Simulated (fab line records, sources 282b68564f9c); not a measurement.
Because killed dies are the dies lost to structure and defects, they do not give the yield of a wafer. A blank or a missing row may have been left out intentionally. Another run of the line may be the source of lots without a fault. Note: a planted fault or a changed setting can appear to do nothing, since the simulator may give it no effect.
fab line records | flow rit-cmos
record: lots: 7 wafers: 21 last-day: 7
route steps=202 shown ACTIVE@1 FOX1@20 FOX2@23 M1@202
lots with no fault: from the same line, run without faults
start-h: hours from the record's first day to the start of the lot's first wafer shown | wait-h: hours from the lot's prior step to this one | " repeats the value in the row above | L1.1+2: one row covering several wafers at once | - no value, or no start was given | * or withheld: withheld | < > ~ a bound
route shown NAME@n: NAME is a module with steps in the file, n the number in the route of the first one | usual: mean and standard deviation over wafers with no fault | same: alike in all rows | chamber/n: place in a boat | sites: readings site by site | _std_site: the values' standard deviation | _edge_site: the outer-site mean with the inner-site mean subtracted | radius-mm: how far each site lies from the wafer's centre | mask NAME#n: copy n | behind: the last tool/chamber to shape the wafer | hold: what put the lot on hold/how long, in hours/how the hold closed | device: the n, p or np transistor that did not switch | end of line: the same wafers' tests at the end of the route | a step without rows: its recipe alone | killed: dies that structure and defects cost at the first sort, which is not the same as the wafer's yield | map: a wafer's dies, marking killed ones x, the rest . and places with no die _
set.NAME: the setting that was run; set.NAME@STEP: the one run at that earlier step | model.NAME: the simulator's own value behind a step, which no gauge read
a table for each step, a row for each wafer; lots at some steps of the route
services: from which hour (start-h, from the record's first day; less than 0 if before it) a tool's chamber was out of use, for how many hours, and why
== steps ==
step: RIT_ACTIVE_BOW_MEAS_00
recipe: mode: bow
usual: INCOMING_BOW: -1/5.7
columns lot.wafer tool chamber start-h wait-h INCOMING_BOW[um]
L465.1 film-metro-01 - 35.00 - -2
L465.3 " - " " -4
L465.6 " - " " 1
L469.2 film-metro-02 - 55.02 - -6
L469.3 " - " " -14
L469.5 " - " " 1
L474.1 film-metro-01 - 80.00 - 6
L474.2 " - " " -2
L474.4 " - " " -10
L476.1 film-metro-01 - 90.00 - -5
L476.2 " - " " 2
L476.5 " - " " -9
L478.1 film-metro-01 - 100.00 - 1
L478.2 " - " " -13
L478.4 " - " " -6
L482.2 film-metro-01 - 120.02 - 1
L482.5 " - " " -8
L482.6 " - " " -3
L483.4 film-metro-02 - 125.06 - -5
L483.5 " - " " -10
L483.6 " - " " -3
step: RIT_ACTIVE_OXIDATION_01
recipe: temp-c: 1000 ambient: O2 target-thk-a: 468 ox-time-s: 3360
usual: spike-tc-centre-C: 1002.5/1.1 spike-tc-load-C: 1029.7/1.4 spike-tc-source-C: 1025.2/1.5 tube-center-temp-C: 1000/0.086 tube_center_temp_C_max: 1002.6/0.44
columns lot.wafer tool chamber start-h wait-h spike-tc-centre-C spike-tc-load-C spike-tc-source-C tube-center-temp-C tube_center_temp_C_max model.SiO2_of_ACTIVE_OXIDATION_01.thk-nm
L465.1 furnace-04 0 35.31 0.3 1002.9 1030.0 1026.3 1000.1 1002.4 46.04
L465.3 " 0 " " 1000.7 1031.3 1025.4 999.96 1002.3 46.16
L465.6 " 0 " " 1002.9 1030.0 1027.9 1000.1 1003.4 45.32
L469.2 furnace-01 0 55.12 0.1 1001.1 1028.5 1026.6 1000.1 1003.3 49.4
L469.3 " 0 " " 1002.4 1030.6 1027.6 1000.2 1002.2 49.42
L469.5 " 0 " " 1001.9 1028.6 1026.2 1000 1002.6 49.56
L474.1 furnace-01 0 81.09 1.1 1015.4 1048.1 1040.5 1015 1016.7 54
L474.2 " 0 " " 1016.9 1044.8 1041.6 1015 1017.6 53.94
L474.4 " 0 " " 1018.5 1045.7 1040.2 1015 1017.3 53.97
L476.1 furnace-01 0 90.12 0.1 1015.3 1045.8 1041.3 1014.9 1017.1 55.57
L476.2 " 0 " " 1017.3 1044.4 1042.0 1014.9 1017.7 56
L476.5 " 0 " " 1016.7 1044.1 1041.7 1015 1017.2 55.16
L478.1 furnace-01 0 100.12 0.1 1016.4 1044.5 1041.6 1014.9 1017.2 54.15
L478.2 " 0 " " 1016.5 1045.1 1040.9 1015 1017.9 53.76
L478.4 " 0 " " 1017.2 1044.3 1039.9 1015.1 1017.3 53.79
L482.2 furnace-04 0 120.12 0.1 1002.2 1029.6 1026.8 1000.1 1002.4 46.97
L482.5 " 0 " " 1001.6 1032.3 1025.6 999.91 1002.6 46.4
L482.6 " 0 " " 1003.0 1031.0 1025.4 1000 1002.4 46.41
L483.4 furnace-02 0 125.12 0.0 1002.1 1028.6 1021.6 1000.3 1002.2 46.34
L483.5 " 0 " " 1004.0 1028.2 1023.8 999.91 1002.3 46.79
L483.6 " 0 " " 1003.1 1027.5 1024.4 1000.1 1002.5 46.11
step: RIT_ACTIVE_THK_MEAS_02
recipe: reads: SiO2_of_ACTIVE_OXIDATION_01
usual: ACTIVE_OXIDE_THK: 47.1/0.97
columns lot.wafer tool chamber start-h wait-h hold ACTIVE_OXIDE_THK[nm]
L465.1 film-metro-04 - 37.24 0.0 - 46.0
L465.3 " - " " - 46.2
L465.6 " - " " - 45.3
L469.2 film-metro-02 - 57.06 0.0 - 49.4
L469.3 " - " " - 49.4
L469.5 " - " " - 49.6
L474.1 film-metro-01 - 83.02 0.0 await-dispo/0.2h/release 54.0
L474.2 " - " " await-dispo/0.2h/release 53.9
L474.4 " - " " await-dispo/0.2h/release 54.0
L474.1 film-metro-01 - 83.25 0.2 - 54.0
L474.2 " - " " - 53.9
L474.4 " - " " - 54.0
L476.1 film-metro-01 - 92.05 0.0 await-dispo/0.2h/release 55.6
L476.2 " - " " await-dispo/0.2h/release 56.0
L476.5 " - " " await-dispo/0.2h/release 55.2
L476.1 film-metro-01 - 92.33 0.3 - 55.5
L476.2 " - " " - 56.0
L476.5 " - " " - 55.2
L478.1 film-metro-04 - 102.05 0.0 await-dispo/0.2h/release 54.1
L478.2 " - " " await-dispo/0.2h/release 53.7
L478.4 " - " " await-dispo/0.2h/release 53.8
L478.1 film-metro-04 - 102.28 0.2 - 54.2
L478.2 " - " " - 53.8
L478.4 " - " " - 53.8
L482.2 film-metro-01 - 122.06 0.0 - 47.0
L482.5 " - " " - 46.4
L482.6 " - " " - 46.4
L483.4 film-metro-04 - 127.08 0.0 - 46.3
L483.5 " - " " - 46.7
L483.6 " - " " - 46.1
step: RIT_ACTIVE_CVD_03
recipe: material: Si3N4 target-thk-nm: 150 temp-c: 810 precursor: SiH2Cl2/NH3 time-s: 1500 pressure-mtorr: 300 sih2cl2-flow-sccm: 60 nh3-flow-sccm: 150
step: RIT_ACTIVE_THK_MEAS_04
recipe: reads: Si3N4_of_ACTIVE_CVD_03
usual: ACTIVE_NITRIDE_THK: 149.6/1.4
columns lot.wafer tool chamber start-h wait-h ACTIVE_NITRIDE_THK[nm]
L465.1 film-metro-04 - 38.72 0.0 151.1
L465.3 " - " " 151.8
L465.6 " - " " 150.5
L469.2 film-metro-02 - 58.54 0.0 151.9
L469.3 " - " " 150.5
L469.5 " - " " 149.2
L474.1 film-metro-01 - 90.12 0.2 151.1
L474.2 " - " " 152.0
L474.4 " - " " 151.1
L482.2 film-metro-04 - 124.25 0.0 148.4
L482.5 " - " " 147.9
L482.6 " - " " 146.7
L483.4 film-metro-01 - 128.56 0.0 147.4
L483.5 " - " " 147.9
L483.6 " - " " 147.6
step: RIT_ACTIVE_HMDS_05
recipe: prime-time-s: 60 prime-temp-c: 140
step: RIT_ACTIVE_COAT_06
recipe: resist: NOVOLAK spin-rpm: 3250 resist-thk-nm: 1000
step: RIT_ACTIVE_SOFTBAKE_07
recipe: resist: NOVOLAK temp-c: 90 time-s: 60
step: RIT_ACTIVE_EXPOSE_08
recipe: mask-id: M1 na: 0.6 source-shape: conventional sigma-outer: 0.6 target-cd-nm: 1400 dose-mj: 225
step: RIT_ACTIVE_PEB_09
recipe: resist: NOVOLAK temp-c: withheld time-s: withheld
step: RIT_ACTIVE_DEVELOP_10
recipe: resist: NOVOLAK develop-time-s: 50 dev-temp-c: 23
step: RIT_ACTIVE_CD_MEAS_11
recipe: target-cd-nm: 1400
usual: cd-nm: 1399.0/2.5
columns lot.wafer tool chamber start-h wait-h cd-nm
L465.1 cd-sem-01 - 39.86 - 1401.5
L465.3 " - " " 1399.7
L465.6 " - " " 1400.6
L469.2 cd-sem-01 - 59.58 - 1401.9
L469.3 " - " " 1400.6
L469.5 " - " " 1401.8
L474.1 cd-sem-01 - 91.39 - 1399.3
L474.2 " - " " 1397.7
L474.4 " - " " 1399.8
L482.2 cd-sem-01 - 125.29 - 1397.8
L482.5 " - " " 1397.4
L482.6 " - " " 1398.9
L483.4 cd-sem-02 - 129.62 - 1397.2
L483.5 " - " " 1396.1
L483.6 " - " " 1397.0
step: RIT_ACTIVE_HARDBAKE_12
recipe: resist: NOVOLAK temp-c: 140 time-s: 60
step: RIT_ACTIVE_ETCH_13
recipe: stop-on: SiO2 chemistry: SF6 target: Si3N4 time-s: 210 over-etch-frac: 0.4 SF6_flow_sccm: 200 pressure-mtorr: 260 rf-w: 125 target-depth-a: 2100
usual: drypump-motor-current-A: 5.6/0.45 oes-product-au: 0.817/0.015 throttle-valve-pct: 7.52/0.11
columns lot.wafer tool chamber start-h wait-h drypump-motor-current-A oes-product-au rf-hours-counter-h throttle-valve-pct
L465.1 rie-diel-02 1 40.13 0.1 5.6 0.826 4 7.64
L465.3 " 0 " " 5.5 0.825 119 7.63
L465.6 " 3 " " 4.9 0.802 - 7.66
L469.2 rie-diel-02 1 59.83 0.1 5.6 0.826 4 7.63
L469.3 " 3 " " 4.9 0.800 72 7.64
L469.5 " 1 " " 5.6 0.829 - 7.61
L474.1 rie-diel-03 3 91.85 0.1 6.2 0.809 138 7.62
L474.2 " 0 " " 6.1 0.803 12 7.54
L474.4 " 3 " " 6.2 0.809 - 7.62
L482.2 rie-diel-01 2 125.54 0.1 5.5 0.817 8 7.49
L482.5 " 3 " " 5.1 0.790 - 7.55
L482.6 " 0 " " 5.9 0.827 - 7.28
L483.4 rie-diel-01 2 129.83 0.1 5.4 0.827 8 7.48
L483.5 " 1 " " 5.7 0.840 - 7.44
L483.6 " 0 " " 5.9 0.826 - 7.27
step: RIT_ACTIVE_STRIP_14
recipe: chemistry: O2 time-s: 180 resist: NOVOLAK platen-temp-c: withheld power-w: 500 pressure-mtorr: 4000 o2-flow-sccm: 4000
usual: drypump-motor-current-A: 5.7/0.65
columns lot.wafer tool chamber start-h wait-h drypump-motor-current-A rf-hours-counter-h
L465.1 plasma-asher-04 1 40.27 0.1 4.7 26
L465.3 " 0 " " 5.7 -
L465.6 " 1 " " 4.7 -
L469.2 plasma-asher-04 1 59.97 0.1 4.7 28
L469.3 " 0 " " 5.7 -
L469.5 " 1 " " 4.7 -
L474.1 plasma-asher-04 0 92.27 0.3 5.7 31
L474.2 " 1 " " 4.7 31
L474.4 " 1 " " 4.7 -
L482.2 plasma-asher-02 1 125.68 0.1 6.6 49
L482.5 " 1 " " 6.6 -
L482.6 " 0 " " 5.3 -
L483.4 plasma-asher-02 1 130.03 0.1 6.6 -
L483.5 " 0 " " 5.3 -
L483.6 " 1 " " 6.6 -
step: RIT_ACTIVE_CD_MEAS_90
recipe: target-cd-nm: 1400
usual: cd-nm: 1399.0/2.5
columns lot.wafer tool chamber start-h wait-h cd-nm
L465.1 cd-sem-02 - 40.44 0.1 1401.7
L465.3 " - " " 1399.1
L465.6 " - " " 1401.0
L469.2 cd-sem-01 - 60.16 0.1 1402.1
L469.3 " - " " 1400.5
L469.5 " - " " 1401.9
L474.1 cd-sem-02 - 92.44 0.1 1399.4
L474.2 " - " " 1397.7
L474.4 " - " " 1399.4
L482.2 cd-sem-01 - 125.87 0.1 1397.6
L482.5 " - " " 1397.2
L482.6 " - " " 1398.9
L483.4 cd-sem-02 - 130.20 0.1 1396.7
L483.5 " - " " 1395.5
L483.6 " - " " 1396.7
step: RIT_ACTIVE_CLEAN_15
recipe: chemistry: SC1 mix: 3:3:50 time-s: 600 temp-c: 75
step: RIT_ACTIVE_CLEAN_16
recipe: chemistry: dHF dilution: 50:1 time-s: 30
step: RIT_ACTIVE_CLEAN_17
recipe: chemistry: SC2 mix: 3:3:50 time-s: 600 temp-c: 75 dry: n2-spin
step: RIT_FOX1_OXIDATION_00
recipe: temp-c: 1100 ambient: H2O target-thk-a: 3507 p-h2o-torr: 720 ox-time-s: 1130
step: RIT_FOX1_THK_MEAS_01
recipe: reads: SiO2_of_FOX1_OXIDATION_00
usual: FOX1_OXIDE_THK: 353/6.5
columns lot.wafer tool chamber start-h wait-h FOX1_OXIDE_THK[nm]
L465.1 film-metro-02 - 42.26 0.0 349
L465.3 " - " " 350
L465.6 " - " " 348
L469.2 film-metro-03 - 62.20 0.0 345
L469.3 " - " " 350
L469.5 " - " " 356
L474.1 film-metro-03 - 95.21 0.0 354
L474.2 " - " " 354
L474.4 " - " " 355
L482.2 film-metro-03 - 127.66 0.0 350
L482.5 " - " " 354
L482.6 " - " " 354
L483.4 film-metro-03 - 131.97 0.0 346
L483.5 " - " " 341
L483.6 " - " " 342
step: RIT_FOX1_WET_ETCH_02
recipe: chemistry: BOE target-depth-nm: 350 time-s: 390 temp-c: 21.5 dry: n2-spin dilution: 10:1 target: SiO2
step: RIT_FOX2_OXIDATION_00
recipe: temp-c: 1100 ambient: H2O target-thk-a: 3507 p-h2o-torr: 720 ox-time-s: 1130
step: RIT_FOX2_THK_MEAS_01
recipe: reads: SiO2_of_FOX2_OXIDATION_00
usual: FOX2_OXIDE_THK: 352/6
columns lot.wafer tool chamber start-h wait-h FOX2_OXIDE_THK[nm]
L465.1 film-metro-01 - 43.75 0.0 343
L465.3 " - " " 340
L465.6 " - " " 343
L469.2 film-metro-03 - 63.71 0.0 343
L469.3 " - " " 345
L469.5 " - " " 353
L474.1 film-metro-01 - 96.97 0.0 353
L474.2 " - " " 356
L474.4 " - " " 351
L482.2 film-metro-04 - 129.15 0.0 360
L482.5 " - " " 354
L482.6 " - " " 363
L483.4 film-metro-03 - 133.46 0.0 352
L483.5 " - " " 354
L483.6 " - " " 356
step: RIT_FOX2_CLEAN_02
recipe: chemistry: dHF dilution: 50:1 time-s: 180
step: RIT_FOX2_WET_ETCH_03
recipe: chemistry: H3PO4 target: Si3N4 target-depth-nm: 195 temp-c: 165 time-s: 2700
usual: bath-guard-temp-C: 165.0/0.41
columns lot.wafer tool chamber start-h wait-h bath-guard-temp-C model.SiO2_of_ACTIVE_OXIDATION_01.thk-nm
L465.1 wet-bench-04 1 43.87 0.0 164.6 39.57
L465.3 " 1 " " 164.9 40.64
L465.6 " 1 " " 164.9 39.42
L469.2 wet-bench-01 2 63.83 0.0 165.0 42.63
L469.3 " 2 " " 165.1 43.14
L469.5 " 2 " " 165.2 42.74
L474.1 wet-bench-01 1 97.93 0.8 165.4 48
L474.2 " 1 " " 165.2 46.79
L474.4 " 1 " " 165.1 47.99
L482.2 wet-bench-04 3 129.26 0.0 165.0 41.99
L482.5 " 3 " " 164.7 38.67
L482.6 " 3 " " 165.3 39.85
L483.4 wet-bench-04 3 133.55 0.0 165.2 41.16
L483.5 " 3 " " 165.2 41.54
L483.6 " 3 " " 164.8 39.3
step: RIT_FOX2_THK_MEAS_90
recipe: reads: SiO2_of_FOX2_OXIDATION_00
usual: FIELD_OXIDE_LEFT_1_THK: 325/6.1
columns lot.wafer tool chamber start-h wait-h FIELD_OXIDE_LEFT_1_THK[nm]
L465.1 film-metro-01 - 44.69 0.0 315
L465.3 " - " " 313
L465.6 " - " " 315
L469.2 film-metro-03 - 64.59 0.0 316
L469.3 " - " " 318
L469.5 " - " " 326
L474.1 film-metro-04 - 98.69 0.0 326
L474.2 " - " " 329
L474.4 " - " " 324
L482.2 film-metro-03 - 130.03 0.0 333
L482.5 " - " " 327
L482.6 " - " " 337
L483.4 film-metro-04 - 134.41 0.0 325
L483.5 " - " " 327
L483.6 " - " " 329
step: RIT_M1_PROBE_99
usual: killed-at-front-end: 7/3.4 killed-dies: 7/3.4 killed-open: 3.3/2 killed-short: 3.8/2.4
same: gross-dies: 264 killed_at_M0_to_M3: 0 killed_at_M4_up: 0 killed-at-back-side: 0 killed-at-contacts: 0 killed-at-other: 0
columns lot.wafer tool chamber start-h wait-h killed-at-front-end killed-dies killed-open killed-short
L465.1 prober-01 - 81.21 0.1 8 8 5 3
L465.3 prober-01 - 81.31 0.2 5 5 3 2
L465.6 prober-01 - 81.46 0.2 5 5 1 2
L474.1 prober-02 - 146.98 0.1 9 9 3 6
L474.2 prober-02 - 147.03 0.1 12 12 2 9
L474.4 prober-02 - 147.13 0.2 9 9 6 3
killed by level:class
L465.1 FOX1:geometric-particle:open=2 FOX1:geometric-particle:short=1 FOX2:geometric-particle:open=1 GATE:geometric-particle:open=1 REOX:geometric-particle:short=1 SPACER:geometric-particle:open=1 SILICIDE:geometric-particle:short=1
L465.3 GATE:geometric-particle:open=3 GATE:geometric-particle:short=2
L465.6 NSD:coat-microbubble-printed=2 REOX:geometric-particle:short=1 SPACER:geometric-particle:open=1 SPACER:geometric-particle:short=1
L474.1 GATE:geometric-particle:short=3 GATE:geometric-particle:open=2 ACTIVE:geometric-particle:open=1 FOX1:geometric-particle:short=1 REOX:geometric-particle:short=1 SPACER:geometric-particle:short=1
L474.2 FOX2:geometric-particle:short=4 GATE:geometric-particle:short=2 REOX:geometric-particle:short=2 FOX1:geometric-particle:short=1 GATE:geometric-particle:open=1 REOX:geometric-particle:open=1 PLDD:coat-microbubble-printed=1
L474.4 GATE:geometric-particle:open=6 FOX1:geometric-particle:short=1 GATE:geometric-particle:short=1 REOX:geometric-particle:short=1
== services ==
columns tool chamber start-h hours kind
rie-diel-03 3 55.28 1.9 repair
rie-diel-01 2 57.08 3.8 repair
rie-diel-03 2 70.65 23.3 repair
furnace-02 - 71.82 1.4 pm
furnace-04 - 107.05 3.1 pm
furnace-01 - 111.71 3.0 pm
== key ==
first-sign: step: RIT_ACTIVE_OXIDATION_01 reading: tube-center-temp-C direction: up sigmas: 99+ usual: * struck: *
effect: step: RIT_ACTIVE_OXIDATION_01 reading: tube_center_temp_C_max direction: up sigmas: 33 usual: * struck: *
effect: step: RIT_ACTIVE_THK_MEAS_02 reading: visit direction: added
effect: step: RIT_ACTIVE_THK_MEAS_02 reading: ACTIVE_OXIDE_THK direction: up sigmas: 7.5 usual: 47.1 struck: 54.5
model-effect: step: RIT_ACTIVE_OXIDATION_01 value: SiO2_of_ACTIVE_OXIDATION_01.thk-nm without: 47.24 struck: 54.48
model-effect: step: RIT_FOX2_WET_ETCH_03 value: SiO2_of_ACTIVE_OXIDATION_01.thk-nm without: 41.16 struck: 47.59
met-at RIT_ACTIVE_OXIDATION_01
struck-wafers L474.1,L474.2,L474.4,L476.1,L476.2,L476.5,L478.1,L478.2,L478.4
rows-end L476.1,L476.2,L476.5,L478.1,L478.2,L478.4
tester-left-out L474
onset-between 55.12 81.09
fault: kind: process-parameter-drift tool: furnace-01 chamber: - onset-h: 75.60 steps: RIT_ACTIVE_OXIDATION_01 channel: temp-c offset: * shape: step end-h: 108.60 acts-in: * stated: *
tester-left-out: of these lots the tester's yield and bins aren't shown, on N5 and GAA mostly nor the transistor test; their killed dies are dies lost to structure and defects alone, not to doping, threshold or leakage, so they don't give the yield
rows-end: these wafers met a further fault down the route, and their rows from its step on are left out
